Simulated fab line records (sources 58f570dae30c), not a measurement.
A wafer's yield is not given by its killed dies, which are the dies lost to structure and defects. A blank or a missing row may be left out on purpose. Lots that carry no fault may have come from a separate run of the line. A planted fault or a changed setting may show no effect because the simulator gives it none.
What tool caused it?    flow berkeley_cmos170    48 wafers from 16 lots sampled at 5 of the route's 331 steps

WHAT EACH GAUGE READ, for each wafer
UCB170_START_BOW_MEAS_00. Usual: INCOMING_BOW gives -1 um (standard deviation 6.2).
lot   measured     on             INCOMING_BOW (um)  flag
L756  day 1 15:02  film_metro-04  -5 6 -11           
L757  day 1 20:00  film_metro-04  -6 -5 6            
L758  day 2 01:00  film_metro-03  -9 -6 3            
L759  day 2 06:00  film_metro-04  2 3 10             
L760  day 2 11:01  film_metro-01  0 -1 6             
L762  day 2 21:01  film_metro-04  -11 1 0            
L763  day 3 02:01  film_metro-04  6 0 -3             
L766  day 3 17:00  film_metro-03  -7 -3 -5           
L768  day 4 03:01  film_metro-03  9 4 -11            
L769  day 4 08:00  film_metro-01  3 -5 2             
L770  day 4 13:00  film_metro-01  -4 0 -4            
L771  day 4 18:01  film_metro-04  4 -9 0             
L772  day 4 23:01  film_metro-03  -1 -2 -8           
L773  day 5 04:01  film_metro-04  -7 8 2             
L774  day 5 09:00  film_metro-03  -10 -7 -3          
L775  day 5 14:00  film_metro-01  0 -1 0             

UCB170_NWELL_OVL_MEAS_12. Usual: NWELL_OVL gives -3 nm (standard deviation 5.3).
lot   measured     on          NWELL_OVL (nm)  flag
L756  day 2 12:23  overlay-02  2 6 3           
L757  day 2 22:25  overlay-01  3 2 7           
L758  day 3 03:58  overlay-02  -8 -11 -5       
L759  day 3 09:41  overlay-01  -5 -8 0         
L760  day 3 13:17  overlay-01  -9 -3 0         
L762  day 3 22:42  overlay-01  -5 -8 -3        
L763  day 3 22:50  overlay-02  0 6 2           
L766  day 4 13:58  overlay-02  -11 -10 -5      
L768  day 5 04:11  overlay-01  -2 7 2          
L769  day 5 12:09  overlay-02  -10 -12 -11     
L770  day 5 17:30  overlay-02  -7 -4 -9        
L771  day 5 17:22  overlay-01  -6 -4 0         
L772  day 6 02:13  overlay-01  1 -9 -4         
L773  day 6 10:20  overlay-02  -11 -16 -13     
L774  day 6 10:05  overlay-01  -2 1 6          
L775  day 6 15:59  overlay-01  -13 -11 -9      

UCB170_PFIELD_OVL_MEAS_06. Usual: PFIELD_OVL gives 1 nm (standard deviation 5.9).
lot   measured     on          PFIELD_OVL (nm)  flag
L756  day 5 01:56  overlay-01  -12 -8 -6        
L757  day 5 12:59  overlay-02  8 4 6            
L758  day 5 17:10  overlay-01  8 14 7           
L759  day 5 17:05  overlay-02  -8 -4 -4         
L760  day 5 17:13  overlay-02  2 10 9           
L762  day 6 15:18  overlay-02  3 3 5            
L763  day 6 15:34  overlay-02  -7 -8 -4         
L766  day 6 15:01  overlay-02  2 3 1            
L768  day 7 14:59  overlay-02  2 2 0            
L769  day 7 22:50  overlay-02  269 265 261      OFF
L770  day 8 05:57  overlay-02  -13 -7 -15       
L771  day 8 05:41  overlay-02  258 257 258      OFF
L772  day 8 06:14  overlay-02  2 2 6            
L773  day 8 15:37  overlay-02  263 262 259      OFF
L774  day 8 15:20  overlay-01  -2 3 -7          
L775  day 9 04:20  overlay-01  266 268 270      OFF

UCB170_FIELD_THK_MEAS_90. Usual: FIELD_OXIDE_LEFT_1_THK gives 440 nm (standard deviation 9.2).
lot   measured     on             FIELD_OXIDE_LEFT_1_THK (nm)  flag
L756  day 5 18:18  film_metro-02  435 427 436                  
L757  day 6 07:22  film_metro-04  441 441 448                  
L758  day 6 07:25  film_metro-02  428 421 431                  
L759  day 6 07:22  film_metro-02  438 432 435                  
L760  day 6 07:26  film_metro-04  427 431 434                  
L762  day 7 09:05  film_metro-04  436 436 438                  
L763  day 7 09:05  film_metro-03  436 432 429                  
L766  day 7 09:01  film_metro-03  438 448 438                  
L768  day 8 06:46  film_metro-02  420 420 429                  
L769  day 8 15:07  film_metro-02  433 439 446                  
L770  day 8 22:32  film_metro-04  457 452 452                  
L771  day 8 22:29  film_metro-04  437 442 447                  
L772  day 8 22:29  film_metro-02  433 444 443                  
L773  day 9 05:14  film_metro-04  443 450 438                  
L774  day 9 05:13  film_metro-03  447 437 449                  
L775  day 9 22:11  film_metro-02  430 423 435                  

WHICH TOOL RAN EACH LOT (tool, then ch and the chambers of the sampled wafers, then the start)
lot   UCB170_PFIELD_EXPOSE_03
L756  krf_scanner-01 ch 0, day 5 01:05
L757  krf_scanner-02 ch 0, day 5 12:25
L758  krf_scanner-02 ch 0, day 5 16:34
L759  krf_scanner-01 ch 0, day 5 16:19
L760  krf_scanner-02 ch 0, day 5 16:50
L762  krf_scanner-02 ch 0, day 6 14:34
L763  krf_scanner-02 ch 0, day 6 14:43
L766  krf_scanner-01 ch 0, day 6 14:08
L768  krf_scanner-02 ch 0, day 7 14:37
L769  krf_scanner-02 ch 0, day 7 22:03
L770  krf_scanner-01 ch 0, day 8 05:13
L771  krf_scanner-02 ch 0, day 8 04:39
L772  krf_scanner-01 ch 0, day 8 05:25
L773  krf_scanner-02 ch 0, day 8 15:14
L774  krf_scanner-01 ch 0, day 8 14:47
L775  krf_scanner-02 ch 0, day 9 03:27
- UCB170_PFIELD_EXPOSE_03: exposes mask PFIELD, target cd 1500 nm.

WHAT THE TOOLS THEMSELVES READ (means of the sampled wafers that have a number; where no wafer has one, the mark that the record gives instead)
UCB170_PFIELD_EXPOSE_03. Usual: stage_vel_mm_s 500.00 mm/s, standard deviation 0.26.
lot   tool            stage_vel_mm_s (mm/s)  flag
L756  krf_scanner-01  499.88                 
L757  krf_scanner-02  500.12                 
L758  krf_scanner-02  500.12                 
L759  krf_scanner-01  500.17                 
L760  krf_scanner-02  499.82                 
L762  krf_scanner-02  500.08                 
L763  krf_scanner-02  500.24                 
L766  krf_scanner-01  500.36                 
L768  krf_scanner-02  499.91                 
L769  krf_scanner-02  500.29                 
L770  krf_scanner-01  499.79                 
L771  krf_scanner-02  500.42                 
L772  krf_scanner-01  500.00                 
L773  krf_scanner-02  500.12                 
L774  krf_scanner-01  499.85                 
L775  krf_scanner-02  500.15                 

THE ANSWER, worked out from the rows above alone
Rule: lot off if the mean of its wafers having a number is beyond 3 standard deviations from the usual mean. Also off: a lot with no number at a reading for which 4 or more lots have one. Where the step has rows for the other lots, those lots are counted as sound. After the gauges, taken in route order, come the tools' own readings; for these a lot's mean is taken, as printed above. The first step at which some lot is off is used, and at that step the reading that is off furthest; a lot without a number counts as furthest.
Off: L769, L771, L773, L775, at UCB170_PFIELD_OVL_MEAS_06 (PFIELD_OVL).
If a tool, at a process step before that reading, ran all the lots that are off and no sound lot after the first of them, it fits. Gauges at UCB170_PFIELD_OVL_MEAS_06: tried the same way as those tools. One fits: UCB170_PFIELD_EXPOSE_03 on krf_scanner-02. A fault onset in the window from L768 (day 7 14:37, its last sound lot) to L769 (day 7 22:03, its first lot off) fits.

WHAT WAS PUT IN BY THE SIMULATOR
Scanner matching overlay: krf_scanner-02, from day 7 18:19 on, at UCB170_PFIELD_EXPOSE_03. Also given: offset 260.
Lots struck among those shown: L769, L771, L773, L775. Same finding as the rule above.
